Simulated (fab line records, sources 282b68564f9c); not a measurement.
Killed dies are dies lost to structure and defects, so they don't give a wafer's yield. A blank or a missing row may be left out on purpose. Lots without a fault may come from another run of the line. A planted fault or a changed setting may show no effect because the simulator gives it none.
fab line records | flow rit_cmos
record lots=14 wafers=42 last_day=7
route steps=202 shown ACTIVE@12 NWELL@37 NRETRO@62 PRETRO@72 M1@202
lots that met no fault: from a run of the same line without faults
start_h: hours from the record's first day to the start of the lot's first wafer shown | wait_h: hours since the lot's step before | " the same as in the row above | L1.1+2: a row that stands for several wafers | - no value, or no start given | * or withheld: withheld | < > ~ a bound
route shown NAME@n: a module of which the file shows steps, and the number in the route of the first | usual: mean/standard deviation of fault-free wafers | same: alike in all rows | chamber/n: place in a boat | sites: the reading at each site | _std_site: their standard deviation | _edge_site: outer sites' mean less inner sites' | radius_mm: how far each site lies from the wafer's centre | mask NAME#n: copy n | behind: the tool/chamber that last shaped the wafer | hold: why the lot was held/for how many hours/how that ended | device: the transistor (n, p or np) that didn't switch | end of line: the same wafers' tests at the end of the route | a step without rows: its recipe alone | killed: dies lost to structure and defects at the first sort, not the wafer's yield | map: a wafer's dies, x killed, . not, _ none there
set.NAME: the setting as run; set.NAME@STEP: as run at that earlier step | model.NAME: the simulator's own value behind a step, which no gauge read
steps of the route over a sample of lots; a table a step, a row a wafer
services: from which hour (start_h, from the record's first day; less than 0 if before it) a tool's chamber was out of use, for how many hours, and why
## steps
# step RIT_ACTIVE_CD_MEAS_11
# recipe target_cd_nm=1400
# usual cd_nm=1401.1/2.2
# columns lot.wafer tool chamber start_h wait_h cd_nm
L811.4 cd_sem-01 - 15.42 - 1400.7
L811.5 " - " " 1400.7
L811.6 " - " " 1403.1
L814.4 cd_sem-02 - 29.78 - 1403.0
L814.5 " - " " 1402.6
L814.6 " - " " 1403.1
L815.4 cd_sem-01 - 34.55 - 1403.9
L815.5 " - " " 1406.3
L815.6 " - " " 1402.9
L816.2 cd_sem-02 - 40.79 - 1402.9
L816.4 " - " " 1401.0
L816.5 " - " " 1401.9
L817.1 cd_sem-01 - 45.15 - 1400.1
L817.3 " - " " 1398.3
L817.6 " - " " 1399.1
L818.1 cd_sem-01 - 50.27 - 1401.9
L818.2 " - " " 1400.7
L818.4 " - " " 1401.4
L820.2 cd_sem-01 - 59.58 - 1396.3
L820.5 " - " " 1399.9
L820.6 " - " " 1399.5
L821.1 cd_sem-02 - 65.78 - 1405.0
L821.2 " - " " 1403.4
L821.4 " - " " 1406.0
L823.2 cd_sem-02 - 75.39 - 1400.0
L823.3 " - " " 1402.2
L823.6 " - " " 1402.1
L825.2 cd_sem-01 - 85.29 - 1400.7
L825.3 " - " " 1399.8
L825.6 " - " " 1399.4
L830.3 cd_sem-01 - 109.60 - 1397.3
L830.4 " - " " 1399.2
L830.5 " - " " 1400.9
L831.1 cd_sem-01 - 115.27 - 1401.7
L831.2 " - " " 1402.4
L831.3 " - " " 1399.9
L833.3 cd_sem-02 - 125.19 - 1402.4
L833.4 " - " " 1401.4
L833.5 " - " " 1401.6
L834.3 cd_sem-02 - 129.50 - 1400.5
L834.4 " - " " 1403.3
L834.6 " - " " 1402.9
# step RIT_NWELL_STRIP_09
# recipe chemistry=O2 time_s=180 resist=NOVOLAK platen_temp_c=withheld power_w=500 pressure_mtorr=4000 o2_flow_sccm=4000
# usual drypump_motor_current_A=5.6/0.48
# same time_s=180
# columns lot.wafer tool chamber start_h wait_h drypump_motor_current_A rf_hours_counter_h
L811.4 plasma_asher-03 1 21.93 0.1 5.7 -
L811.5 " 0 " " 6.4 -
L811.6 " 1 " " 5.7 -
L814.4 plasma_asher-01 1 37.17 0.1 5.5 -
L814.5 " 1 " " 5.5 -
L814.6 " 0 " " 5.0 -
L815.4 plasma_asher-01 1 41.54 0.1 5.5 -
L815.5 " 1 " " 5.5 -
L815.6 " 0 " " 5.0 -
L816.2 plasma_asher-04 1 47.68 0.1 5.9 24
L816.4 " 1 " " 5.9 -
L816.5 " 0 " " 5.2 -
L817.1 plasma_asher-03 0 51.35 0.1 6.4 39
L817.3 " 1 " " 5.7 -
L817.6 " 1 " " 5.7 -
L818.1 plasma_asher-03 1 56.58 0.1 5.7 39
L818.2 " 0 " " 6.5 39
L818.4 " 1 " " 5.7 -
L820.2 plasma_asher-01 1 65.92 0.1 5.5 46
L820.5 " 1 " " 5.5 -
L820.6 " 0 " " 5.0 -
L821.1 plasma_asher-04 1 72.28 0.1 5.8 26
L821.2 " 0 " " 5.2 26
L821.4 " 1 " " 5.8 -
L823.2 plasma_asher-03 0 81.69 0.1 6.4 42
L823.3 " 1 " " 5.7 -
L823.6 " 0 " " 6.4 -
L825.2 plasma_asher-01 1 91.54 0.1 5.5 49
L825.3 " 0 " " 4.9 -
L825.6 " 1 " " 5.5 -
L830.3 plasma_asher-03 0 117.30 0.1 6.4 -
L830.4 " 1 " " 5.7 -
L830.5 " 0 " " 6.4 -
L831.1 plasma_asher-01 0 122.49 0.1 4.9 1
L831.2 " 1 " " 5.5 1
L831.3 " 0 " " 5.0 -
L833.3 plasma_asher-04 1 131.54 0.1 5.9 -
L833.4 " 0 " " 5.2 -
L833.5 " 1 " " 5.9 -
L834.3 plasma_asher-04 1 135.94 0.1 5.9 -
L834.4 " 0 " " 5.2 -
L834.6 " 0 " " 5.2 -
# step RIT_NRETRO_STRIP_09
# recipe chemistry=O2 time_s=180 resist=NOVOLAK platen_temp_c=withheld power_w=500 pressure_mtorr=4000 o2_flow_sccm=4000
# usual drypump_motor_current_A=5.8/0.39
# same time_s=180
# columns lot.wafer tool chamber start_h wait_h drypump_motor_current_A rf_hours_counter_h
L811.4 plasma_asher-02 1 30.90 0.1 6.0 -
L811.5 " 0 " " 6.2 -
L811.6 " 1 " " 6.0 -
L814.4 plasma_asher-03 1 45.87 0.1 5.7 -
L814.5 " 0 " " 6.5 -
L814.6 " 1 " " 5.7 -
L815.4 plasma_asher-02 1 50.22 0.1 6.0 -
L815.5 " 1 " " 6.0 -
L815.6 " 0 " " 6.2 -
L816.2 plasma_asher-04 1 56.38 0.2 5.9 25
L816.4 " 1 " " 5.9 -
L816.5 " 1 " " 5.9 -
L817.1 plasma_asher-04 0 60.34 0.1 5.2 25
L817.3 " 0 " " 5.2 -
L817.6 " 0 " " 5.2 -
L818.1 plasma_asher-04 1 65.13 0.1 5.9 26
L818.2 " 0 " " 5.2 26
L818.4 " 0 " " 5.2 -
L820.2 plasma_asher-04 1 74.47 0.1 5.9 27
L820.5 " 1 " " 5.9 -
L820.6 " 0 " " 5.2 -
L821.1 plasma_asher-04 1 80.83 0.1 5.8 27
L821.2 " 0 " " 5.2 27
L821.4 " 0 " " 5.2 -
L823.2 plasma_asher-02 1 90.35 0.1 6.0 45
L823.3 " 0 " " 6.2 -
L823.6 " 0 " " 6.2 -
L825.2 plasma_asher-02 1 100.16 0.1 6.0 46
L825.3 " 0 " " 6.2 -
L825.6 " 1 " " 6.0 -
L830.3 plasma_asher-02 0 128.28 0.1 6.2 -
L830.4 " 1 " " 6.0 -
L830.5 " 0 " " 6.2 -
L831.1 plasma_asher-04 0 131.20 0.1 5.2 33
L831.2 " 1 " " 5.9 33
L831.3 " 0 " " 5.2 -
L833.3 plasma_asher-04 0 140.21 0.1 5.2 -
L833.4 " 1 " " 5.9 -
L833.5 " 1 " " 5.9 -
L834.3 plasma_asher-02 0 145.29 0.1 6.2 -
L834.4 " 1 " " 6.0 -
L834.6 " 1 " " 6.0 -
# step RIT_PRETRO_IMPLANT_08
# recipe species=B energy_kev=45 dose_cm2=1.2e+13 tilt_deg=7
# usual beam_on_s=10.01/0.19 dose_ions_cm2=1.1999e+13/1.3e+10 faraday_current_uA=38.0/0.71
# columns lot.wafer tool chamber start_h wait_h beam_on_s dose_ions_cm2 faraday_current_uA
L811.4 implanter-02 0 32.32 0.2 9.98 1.202e+13 38.2
L811.5 " 0 " " 9.94 1.2007e+13 38.4
L811.6 " 0 " " 10.14 1.1992e+13 37.5
L814.4 implanter-02 0 47.41 0.2 10.11 1.201e+13 37.8
L814.5 " 0 " " 9.51 1.2001e+13 39.8
L814.6 " 0 " " 10.09 1.2013e+13 37.7
L815.4 implanter-02 0 51.71 0.2 9.95 1.1989e+13 38.4
L815.5 " 0 " " 9.80 1.1982e+13 38.8
L815.6 " 0 " " 10.30 1.1968e+13 37.1
L816.2 implanter-02 0 57.93 0.2 10.25 1.1974e+13 37.2
L816.4 " 0 " " 9.92 1.1995e+13 38.4
L816.5 " 0 " " 9.96 1.1981e+13 38.1
L817.1 implanter-03 0 61.74 0.2 9.91 1.1963e+13 38.7
L817.3 " 0 " " 9.58 1.2e+13 39.7
L817.6 " 0 " " 9.83 1.199e+13 38.8
L818.1 implanter-03 0 66.54 0.2 9.93 1.2001e+13 38.2
L818.2 " 0 " " 9.96 1.1992e+13 38.3
L818.4 " 0 " " 10.55 1.1984e+13 35.8
L820.2 implanter-02 0 76.00 0.2 9.79 1.1994e+13 39.0
L820.5 " 0 " " 9.87 1.1992e+13 38.6
L820.6 " 0 " " 9.98 1.1988e+13 38.1
L821.1 implanter-03 0 82.23 0.2 10.16 1.2e+13 37.5
L821.2 " 0 " " 10.10 1.2019e+13 37.6
L821.4 " 0 " " 10.04 1.1974e+13 37.8
L823.2 implanter-03 0 91.91 0.2 9.82 6.59e+12 21.3
L823.3 " 0 " " 9.73 6.598e+12 21.5
L823.6 " 0 " " 9.54 6.58e+12 22.0
L825.2 implanter-03 0 101.71 0.2 9.87 6.61e+12 21.4
L825.3 " 0 " " 10.20 6.606e+12 20.4
L825.6 " 0 " " 10.22 6.629e+12 20.6
L830.3 implanter-02 0 129.80 0.2 10.24 1.1997e+13 37.3
L830.4 " 0 " " 10.24 1.2005e+13 37.1
L830.5 " 0 " " 9.92 1.1998e+13 38.3
L831.1 implanter-02 0 132.73 0.2 9.85 1.1974e+13 38.6
L831.2 " 0 " " 9.94 1.2009e+13 38.3
L831.3 " 0 " " 10.00 1.2e+13 38.1
L833.3 implanter-01 0 141.60 0.2 10.01 1.2008e+13 37.9
L833.4 " 0 " " 10.39 1.201e+13 36.7
L833.5 " 0 " " 9.69 1.1994e+13 39.2
L834.3 implanter-01 0 146.81 0.2 9.81 1.1996e+13 38.6
L834.4 " 0 " " 10.10 1.2004e+13 37.8
L834.6 " 0 " " 10.29 1.1998e+13 36.9
# step RIT_PRETRO_TW_MEAS_10
# usual PRETRO_TW=474/3.4
# columns lot.wafer tool chamber start_h wait_h hold PRETRO_TW
L811.4 film_metro-01 - 32.60 0.1 - 470
L811.5 " - " " - 469
L811.6 " - " " - 473
L814.4 film_metro-04 - 47.69 0.1 - 474
L814.5 " - " " - 473
L814.6 " - " " - 474
L815.4 film_metro-04 - 51.99 0.1 - 474
L815.5 " - " " - 476
L815.6 " - " " - 474
L816.2 film_metro-04 - 58.24 0.1 - 477
L816.4 " - " " - 476
L816.5 " - " " - 474
L817.1 film_metro-04 - 62.07 0.1 - 475
L817.3 " - " " - 475
L817.6 " - " " - 476
L818.1 film_metro-01 - 66.87 0.1 - 474
L818.2 " - " " - 472
L818.4 " - " " - 479
L820.2 film_metro-02 - 76.31 0.1 - 475
L820.5 " - " " - 477
L820.6 " - " " - 475
L821.1 film_metro-02 - 82.56 0.1 - 479
L821.2 " - " " - 478
L821.4 " - " " - 479
L823.2 film_metro-04 - 92.22 0.1 await_dispo/0.2h/release 391
L823.3 " - " " await_dispo/0.2h/release 394
L823.6 " - " " await_dispo/0.2h/release 394
L823.2 film_metro-04 - 92.44 0.2 - 392
L823.3 " - " " - 394
L823.6 " - " " - 392
L825.2 film_metro-01 - 102.02 0.1 await_dispo/0.2h/release 390
L825.3 " - " " await_dispo/0.2h/release 390
L825.6 " - " " await_dispo/0.2h/release 392
L825.2 film_metro-01 - 102.25 0.2 - 393
L825.3 " - " " - 394
L825.6 " - " " - 391
L830.3 film_metro-02 - 130.09 0.1 - 481
L830.4 " - " " - 480
L830.5 " - " " - 480
L831.1 film_metro-04 - 133.05 0.1 - 477
L831.2 " - " " - 475
L831.3 " - " " - 475
L833.3 film_metro-01 - 141.90 0.1 - 475
L833.4 " - " " - 473
L833.5 " - " " - 477
L834.3 film_metro-04 - 147.11 0.1 - 476
L834.4 " - " " - 475
L834.6 " - " " - 474
# step RIT_M1_PROBE_99
# usual killed_at_M0_to_M3=0.0/0.14 killed_at_contacts=0.1/0.23 killed_at_front_end=7.3/2.9 killed_dies=7.3/3 killed_on_rim=1.9/1.5 killed_open=3.6/1.8 killed_short=3.7/2.1
# same gross_dies=264 killed_at_M4_up=0 killed_at_back_side=0 killed_at_other=0
# columns lot.wafer tool chamber start_h wait_h killed_at_M0_to_M3 killed_at_contacts killed_at_front_end killed_dies killed_on_rim killed_open killed_short
L814.4 prober-01 - 73.86 0.2 0 0 9 9 0 5 4
L814.5 prober-01 - 73.91 0.2 0 1 6 7 3 5 2
L814.6 prober-01 - 73.96 0.2 0 0 3 3 0 1 2
L815.4 prober-02 - 77.29 0.2 0 0 7 7 1 5 1
L815.5 prober-02 - 77.34 0.2 0 0 12 12 2 4 6
L815.6 prober-02 - 77.39 0.2 0 0 8 8 2 4 3
L817.1 prober-02 - 89.53 0.1 0 0 4 4 1 2 2
L817.3 prober-02 - 89.63 0.2 0 0 5 5 3 4 1
L817.6 prober-02 - 89.78 0.2 0 0 10 10 0 4 6
L818.1 prober-01 - 95.05 0.1 0 0 2 2 1 0 2
L818.2 prober-01 - 95.10 0.1 0 0 2 2 1 1 1
L818.4 prober-01 - 95.20 0.2 0 0 11 11 5 1 10
L823.2 prober-02 - 127.27 0.1 0 0 7 7 3 4 3
L823.3 prober-02 - 127.32 0.2 0 0 2 2 0 1 1
L823.6 prober-02 - 127.47 0.2 0 0 17 17 4 7 10
L825.2 prober-02 - 139.92 0.1 0 0 9 9 4 5 4
L825.3 prober-02 - 139.97 0.2 0 0 6 6 0 3 3
L825.6 prober-02 - 140.12 0.2 0 0 13 13 5 7 6
L831.1 prober-02 - 158.18 0.1 0 0 8 8 2 4 4
L831.2 prober-02 - 158.23 0.1 0 0 6 6 0 3 3
L831.3 prober-02 - 158.28 0.2 0 0 8 8 1 4 4
L833.3 prober-02 - 168.73 0.2 0 0 9 9 1 4 5
L833.4 prober-02 - 168.78 0.2 0 0 8 8 2 5 3
L833.5 prober-02 - 168.83 0.2 0 1 8 9 0 4 4
# killed by level:class
L814.4 FOX1:geometric_particle:open=3 REOX:geometric_particle:short=2 GATE:geometric_particle:short=1 REOX:geometric_particle:open=1 SILICIDE:geometric_particle:short=1 SILICIDE:geometric_particle:open=1
L814.5 FOX1:geometric_particle:open=1 FOX2:geometric_particle:open=1 GATE:geometric_particle:open=1 GATE:geometric_particle:short=1 SPACER:geometric_particle:open=1 SPACER:geometric_particle:short=1 CONTACT:geometric_particle:open=1
L814.6 GATE:geometric_particle:open=1 GATE:geometric_particle:short=1 SPACER:geometric_particle:short=1
L815.4 GATE:geometric_particle:open=2 FOX1:geometric_particle:short=1 FOX1:geometric_particle:open=1 REOX:geometric_particle:open=1 SPACER:geometric_particle:open=1 PWELL:coat_microbubble_printed=1
L815.5 GATE:geometric_particle:short=3 FOX1:geometric_particle:open=2 SPACER:geometric_particle:short=2 PWELL:coat_microbubble_printed=2 FOX1:geometric_particle:short=1 GATE:geometric_particle:open=1 SPACER:geometric_particle:open=1
L815.6 GATE:geometric_particle:open=3 FOX1:geometric_particle:short=2 REOX:geometric_particle:short=1 REOX:geometric_particle:open=1 PWELL:coat_microbubble_printed=1
L817.1 FOX1:geometric_particle:short=2 GATE:geometric_particle:open=2
L817.3 FOX1:geometric_particle:open=2 FOX2:geometric_particle:open=1 GATE:geometric_particle:open=1 SPACER:geometric_particle:short=1
L817.6 GATE:geometric_particle:short=2 SPACER:geometric_particle:short=2 SILICIDE:geometric_particle:short=2 GATE:geometric_particle:open=1 REOX:geometric_particle:open=1 SPACER:geometric_particle:open=1 SILICIDE:geometric_particle:open=1
L818.1 REOX:geometric_particle:short=1 SPACER:geometric_particle:short=1
L818.2 GATE:geometric_particle:open=1 SPACER:geometric_particle:short=1
L818.4 GATE:geometric_particle:short=3 REOX:geometric_particle:short=3 SPACER:geometric_particle:short=2 SILICIDE:geometric_particle:short=2 GATE:geometric_particle:open=1
L823.2 FOX2:geometric_particle:open=2 GATE:geometric_particle:short=2 FOX1:geometric_particle:open=1 GATE:geometric_particle:open=1 REOX:geometric_particle:short=1
L823.3 FOX1:geometric_particle:short=1 GATE:geometric_particle:open=1
L823.6 SPACER:geometric_particle:open=4 SPACER:geometric_particle:short=4 GATE:geometric_particle:short=3 GATE:geometric_particle:open=2 REOX:geometric_particle:short=2 FOX2:geometric_particle:short=1 REOX:geometric_particle:open=1
L825.2 FOX1:geometric_particle:open=2 FOX2:geometric_particle:short=2 GATE:geometric_particle:short=2 FOX2:geometric_particle:open=1 REOX:geometric_particle:open=1 SPACER:geometric_particle:open=1
L825.3 GATE:geometric_particle:short=2 GATE:geometric_particle:open=2 FOX2:geometric_particle:short=1 SPACER:geometric_particle:open=1
L825.6 GATE:geometric_particle:open=4 FOX2:geometric_particle:open=2 FOX2:geometric_particle:short=2 GATE:geometric_particle:short=2 FOX1:geometric_particle:short=1 REOX:geometric_particle:open=1 SPACER:geometric_particle:short=1
L831.1 GATE:geometric_particle:open=3 FOX2:geometric_particle:short=2 GATE:geometric_particle:short=2 SILICIDE:geometric_particle:open=1
L831.2 GATE:geometric_particle:open=2 SPACER:geometric_particle:short=2 FOX2:geometric_particle:open=1 REOX:geometric_particle:short=1
L831.3 GATE:geometric_particle:open=2 GATE:geometric_particle:short=1 FOX1:geometric_particle:open=1 FOX1:geometric_particle:short=1 SILICIDE:geometric_particle:short=1 SPACER:geometric_particle:short=1 SILICIDE:geometric_particle:open=1
L833.3 GATE:geometric_particle:open=3 REOX:geometric_particle:short=2 FOX1:geometric_particle:short=1 FOX2:geometric_particle:short=1 GATE:geometric_particle:short=1 SPACER:geometric_particle:open=1
L833.4 GATE:geometric_particle:open=3 SPACER:geometric_particle:short=2 SPACER:geometric_particle:open=2 GATE:geometric_particle:short=1
L833.5 GATE:geometric_particle:short=2 FOX2:geometric_particle:short=1 FOX2:geometric_particle:open=1 GATE:geometric_particle:open=1 SPACER:geometric_particle:open=1 SILICIDE:geometric_particle:short=1 SILICIDE:geometric_particle:open=1 CONTACT:coat_microbubble_printed=1
## services
# columns tool chamber start_h hours kind
plasma_asher-01 - 4.49 6.7 repair
implanter-01 - 27.57 4.9 pm
plasma_asher-04 - 29.74 2.5 repair
implanter-03 - 34.26 3.4 repair
implanter-02 - 60.80 3.9 pm
implanter-01 - 77.97 2.8 repair
plasma_asher-01 - 108.75 9.0 pm
plasma_asher-01 0 108.75 9.0 vent_cycle
plasma_asher-01 1 108.75 9.0 vent_cycle
plasma_asher-01 0 117.75 - clean
plasma_asher-01 1 117.75 - clean
plasma_asher-03 - 127.60 15.7 repair
implanter-02 - 128.49 0.6 repair
implanter-02 - 143.28 3.6 repair
## key
first_sign step=RIT_PRETRO_IMPLANT_08 reading=dose_ions_cm2 direction=down sigmas=99+ usual=1.1999e+13 struck=6.602e+12
effect step=RIT_PRETRO_IMPLANT_08 reading=faraday_current_uA direction=down sigmas=24 usual=38.0 struck=21.2
effect step=RIT_PRETRO_TW_MEAS_10 reading=visit direction=added
effect step=RIT_PRETRO_TW_MEAS_10 reading=PRETRO_TW direction=down sigmas=24 usual=474 struck=392
met_at RIT_PRETRO_IMPLANT_08
struck_lots L823,L825
tester_left_out L823,L825
not_acting_at RIT_ACTIVE_CD_MEAS_11,RIT_NWELL_STRIP_09,RIT_NRETRO_STRIP_09
onset_between 82.23 91.91
fault kind=process_parameter_drift tool=implanter-03 chamber=- onset_h=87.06 steps=RIT_PRETRO_IMPLANT_08 channel=dose_cm2 offset=-5.4e+12 shape=step end_h=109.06 acts_in=these_recipes_only stated=1.2e+13
# tester_left_out: of these lots the tester's yield and bins aren't shown, on N5 and GAA mostly nor the transistor test; their killed dies are dies lost to structure and defects alone, not to doping, threshold or leakage, so they don't give the yield
